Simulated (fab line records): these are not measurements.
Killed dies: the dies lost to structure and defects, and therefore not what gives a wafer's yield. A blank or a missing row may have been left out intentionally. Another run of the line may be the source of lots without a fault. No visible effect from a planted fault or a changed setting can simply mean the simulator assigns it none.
Lot-split experiment | flow berkeley-cmos170 | 23 wafers read from 5 lots, route of 331 steps

ON THE SPLIT
At UCB170_CONTACT_COAT_04 (resist thk 900 nm), the setting spin-rpm was moved away from the recipe's 1500 rpm on 10 of the 23 wafers read, by -4.5% to +6.7%. All remaining wafers had this setting at the recipe value.

The reading is taken at the split's own step.

THE READING
KrF_of_CONTACT_COAT_04.thk-nm (the simulator's own value, which no gauge read), in nm, at UCB170_CONTACT_COAT_04 (resist thk 900 nm). The file does not state a usual value for it. Here, 13 wafers ran the recipe; their average is 901.4 nm with a standard deviation of 3.4 nm.

wafer  | tool, chamber at the split | spin-rpm as run, rpm | against the recipe | KrF_of_CONTACT_COAT_04.thk-nm, nm | against lot-mates on the recipe
L074.1 | litho-track-04, 0          | 1600                 | +6.7%              | 874.2                             | -31.7
L074.2 | litho-track-04, 0          | 1500                 | recipe             | 906.4                             | -
L074.4 | litho-track-04, 0          | 1500                 | recipe             | 904.7                             | -
L074.5 | litho-track-04, 0          | 1500                 | recipe             | 906.7                             | -
L074.6 | litho-track-04, 0          | 1600                 | +6.7%              | 877                               | -28.9
L076.1 | litho-track-03, 0          | 1500                 | recipe             | 901.8                             | -
L076.2 | litho-track-03, 0          | 1544                 | +2.9%              | 888.3                             | -14.2
L076.3 | litho-track-03, 0          | 1544                 | +2.9%              | 888                               | -14.5
L076.4 | litho-track-03, 0          | 1500                 | recipe             | 903.2                             | -
L076.5 | litho-track-03, 0          | 1544                 | +2.9%              | 891.1                             | -11.4
L079.1 | litho-track-03, 0          | 1500                 | recipe             | 897.4                             | -
L079.3 | litho-track-03, 0          | 1528                 | +1.9%              | 889                               | -8.8
L079.4 | litho-track-03, 0          | 1528                 | +1.9%              | 891                               | -6.8
L079.5 | litho-track-03, 0          | 1500                 | recipe             | 896.3                             | -
L079.6 | litho-track-03, 0          | 1500                 | recipe             | 899.8                             | -
L083.1 | litho-track-03, 0          | 1500                 | recipe             | 901.7                             | -
L083.3 | litho-track-03, 0          | 1500                 | recipe             | 903.4                             | -
L083.4 | litho-track-03, 0          | 1433                 | -4.5%              | 919.6                             | +17.1
L083.5 | litho-track-03, 0          | 1433                 | -4.5%              | 922.1                             | +19.6
L083.6 | litho-track-03, 0          | 1433                 | -4.5%              | 919.3                             | +16.8
L081.1 | litho-track-02, 0          | 1500                 | recipe             | 899.4                             | -
L081.4 | litho-track-02, 0          | 1500                 | recipe             | 901.2                             | -
L081.6 | litho-track-02, 0          | 1500                 | recipe             | 895.9                             | -

FIT RESULTS
A straight line over all 23 wafers: KrF_of_CONTACT_COAT_04.thk-nm changes by -4.11 nm for each +1% of spin-rpm; r = -0.97; the points scatter about the line by 3.1 nm.
The same after taking each lot's own level away (the mean of its wafers on the recipe; 23 wafers): -4.32 nm for each +1%; r = -0.99; scatter 1.6 nm.
Per that fit: largest spin-rpm move, reading shift of 29 nm.
Across the lots, their own levels run from 897.83 to 905.93 nm, a range of 2.4 times the standard deviation given above.
The two slopes agree, so the slope changes little with the lot-to-lot level.
Check: for one of the wafers moved furthest among these (+6.7%), held out of the fit, the line's prediction against its lot-mates is -28.3 nm. It came out at -31.7 nm against them.

OTHER SPLITS ON THESE WAFERS
These wafers also went through other splits before the reading. Each is held against what the fit with the lots' levels taken away leaves over:
other split on the same wafers     | wafers away from the commonest value | r with KrF_of_CONTACT_COAT_04.thk-nm (lot level and that fit taken away)
UCB170_PVT_EXPOSE_03 dose-mj       | 7                                    | -0.14
UCB170_GATE_OXIDATION_01 ox-time-s | 18                                   | +0.19
UCB170_PSD_PEB_04 peb-temp-c       | 8                                    | -0.23
UCB170_NSD_EXPOSE_03 dose-mj       | 4                                    | -0.02
UCB170_NSD_IMPLANT_08 energy-kev   | 6                                    | +0.24

THE WHOLE CHAIN: every reading that the file lists as answering this split, in the file's order
step                    | what it does      | reading                                                                        | change (the file's fit)              | r (the file's)
UCB170_CONTACT_COAT_04  | resist thk 900 nm | KrF_of_CONTACT_COAT_04.thk-nm (the simulator's own value, which no gauge read) | -4.39 nm for each +1% of the setting | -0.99
UCB170_CONTACT_STRIP_06 | strips in O2      | strip-time-to-endpoint-s                                                       | withheld for each +1% of the setting | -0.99

FILE'S OWN FIT
KrF_of_CONTACT_COAT_04.thk-nm changes by -4.39 nm for each +1% of spin-rpm, r = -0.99.
